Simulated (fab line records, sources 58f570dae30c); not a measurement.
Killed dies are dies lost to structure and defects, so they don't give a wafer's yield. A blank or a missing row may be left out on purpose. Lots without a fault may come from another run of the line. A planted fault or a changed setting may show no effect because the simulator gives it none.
Tool commonality check | flow berkeley_cmos170 | 15 lots, 45 wafers sampled

WHY IT WAS OPENED
At UCB170_FIELD_THK_MEAS_02 the reading FIELD_OXIDE_THK is flagged on 3 of 15 lots. Wafers without a fault read 557 nm, standard deviation 10.
Rule: a lot is flagged when every wafer of it that has a number lies more than 4 standard deviations from that mean, or none has a number. The other lots count as sound.

lot  | measured    | on            | FIELD_OXIDE_THK (nm), wafer by wafer | flag
L676 | day 6 03:39 | film_metro-01 | 554 560 558                          |
L677 | day 6 03:39 | film_metro-02 | 570 568 579                          |
L678 | day 6 13:57 | film_metro-02 | 549 548 557                          |
L680 | day 6 13:58 | film_metro-04 | 568 570 555                          |
L679 | day 6 14:02 | film_metro-04 | 562 563 566                          |
L682 | day 7 02:56 | film_metro-02 | 576 570 570                          |
L684 | day 7 10:17 | film_metro-04 | 549 543 549                          |
L686 | day 7 10:18 | film_metro-01 | 562 574 557                          |
L681 | day 7 10:19 | film_metro-02 | 564 568 565                          |
L687 | day 8 00:17 | film_metro-02 | 561 563 565                          |
L690 | day 8 11:19 | film_metro-04 | 551 559 543                          |
L695 | day 9 02:53 | film_metro-04 | 662 666 653                          | FLAGGED
L693 | day 9 02:54 | film_metro-01 | 661 661 661                          | FLAGGED
L694 | day 9 02:55 | film_metro-02 | 662 659 658                          | FLAGGED
L697 | day 9 19:32 | film_metro-01 | 557 552 558                          |
The numbers of the flagged lots are 660 nm on average: +103 nm against the usual, or +10 standard deviations.

WHICH TOOL RAN EACH LOT
The record holds 3 process steps before the reading, out of a route of 331 steps. In each cell: the tool, then ch and the chambers that the sampled wafers went through, then the start.
lot  | flag    | UCB170_PWELL_ETCH_14              | UCB170_PWELL_STRIP_16               | UCB170_FIELD_OXIDATION_01
L676 |         | rie_diel-03 ch 1,2, day 4 07:35   | plasma_asher-03 ch 0,1, day 4 07:50 | furnace-02 ch 0, day 6 00:39
L677 |         | rie_diel-03 ch 0,1,3, day 4 07:21 | plasma_asher-01 ch 0,1, day 4 07:36 | furnace-02 ch 0, day 6 00:39
L678 |         | rie_diel-01 ch 1,2,3, day 4 17:18 | plasma_asher-03 ch 0,1, day 4 17:37 | furnace-01 ch 0, day 6 10:57
L680 |         | rie_diel-01 ch 1,2, day 4 16:46   | plasma_asher-03 ch 0,1, day 4 17:02 | furnace-01 ch 0, day 6 10:57
L679 |         | rie_diel-04 ch 1,2, day 4 17:02   | plasma_asher-01 ch 0,1, day 4 17:19 | furnace-01 ch 0, day 6 10:57
L682 |         | rie_diel-04 ch 0,2,3, day 5 05:31 | plasma_asher-01 ch 0, day 5 05:46   | furnace-02 ch 0, day 6 23:55
L684 |         | rie_diel-04 ch 0,1,3, day 5 14:31 | plasma_asher-01 ch 0,1, day 5 14:46 | furnace-04 ch 0, day 7 07:17
L686 |         | rie_diel-01 ch 0,1,3, day 5 14:47 | plasma_asher-01 ch 1, day 5 15:02   | furnace-04 ch 0, day 7 07:17
L681 |         | rie_diel-01 ch 1,2, day 5 14:23   | plasma_asher-01 ch 0,1, day 5 14:42 | furnace-04 ch 0, day 7 07:17
L687 |         | rie_diel-04 ch 2,3, day 6 01:34   | plasma_asher-04 ch 0,1, day 6 01:49 | furnace-04 ch 0, day 7 21:13
L690 |         | rie_diel-01 ch 0,1,2, day 6 15:32 | plasma_asher-03 ch 0,1, day 6 15:47 | furnace-01 ch 0, day 8 08:15
L695 | FLAGGED | rie_diel-04 ch 0,1,3, day 7 03:41 | plasma_asher-04 ch 0, day 7 03:56   | furnace-04 ch 0, day 8 23:53
L693 | FLAGGED | rie_diel-03 ch 0,2,3, day 7 02:57 | plasma_asher-04 ch 1, day 7 03:13   | furnace-04 ch 0, day 8 23:53
L694 | FLAGGED | rie_diel-01 ch 0,2, day 7 03:41   | plasma_asher-01 ch 0,1, day 7 04:04 | furnace-04 ch 0, day 8 23:53
L697 |         | rie_diel-04 ch 0,3, day 7 22:10   | plasma_asher-01 ch 0,1, day 7 22:27 | furnace-02 ch 0, day 9 16:31
What these steps do:
- UCB170_PWELL_ETCH_14: etches Si3N4 in CH3F/Ar/O2, stops on SiO2, target depth 242 nm, time 151 s.
- UCB170_PWELL_STRIP_16: strips in O2.
- UCB170_FIELD_OXIDATION_01: target thk 558.3 nm, ox time 7200 s.
- UCB170_FIELD_THK_MEAS_02

FLAGGED OVER TOTAL, TOOL BY TOOL (the gauges that took the reading come last)
step                      | tool            | lots run | flagged | share of the flagged lots | sound lots run after its first flagged lot
UCB170_PWELL_ETCH_14      | rie_diel-01     | 6        | 1       | some                      | 0
UCB170_PWELL_ETCH_14      | rie_diel-03     | 3        | 1       | some                      | 0
UCB170_PWELL_ETCH_14      | rie_diel-04     | 6        | 1       | some                      | 1 (L697)
UCB170_PWELL_STRIP_16     | plasma_asher-01 | 8        | 1       | some                      | 1 (L697)
UCB170_PWELL_STRIP_16     | plasma_asher-03 | 4        | 0       | none                      | -
UCB170_PWELL_STRIP_16     | plasma_asher-04 | 3        | 2       | some                      | 0
UCB170_FIELD_OXIDATION_01 | furnace-01      | 4        | 0       | none                      | -
UCB170_FIELD_OXIDATION_01 | furnace-02      | 4        | 0       | none                      | -
UCB170_FIELD_OXIDATION_01 | furnace-04      | 7        | 3       | all                       | 0
UCB170_FIELD_THK_MEAS_02  | film_metro-01   | 4        | 1       | some                      | 1 (L697)
UCB170_FIELD_THK_MEAS_02  | film_metro-02   | 6        | 1       | some                      | 0
UCB170_FIELD_THK_MEAS_02  | film_metro-04   | 5        | 1       | some                      | 0

WHAT THE TABLE ALLOWS
1 row of the table ran every flagged lot: furnace-04 at UCB170_FIELD_OXIDATION_01.
- furnace-04 at UCB170_FIELD_OXIDATION_01: 3 of its 7 lots flagged. Its last sound lot is L687 (day 7 21:13), its first flagged lot L693 (day 8 23:53): a fault that began between those two fits.
One tool is left: furnace-04 at UCB170_FIELD_OXIDATION_01.

WHAT THE SIMULATOR HAD PUT IN
Process parameter drift: furnace-04, from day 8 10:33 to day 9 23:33, at UCB170_FIELD_OXIDATION_01. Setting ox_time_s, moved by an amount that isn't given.
Lots struck among those shown: L695, L693, L694. The rule above found the same.
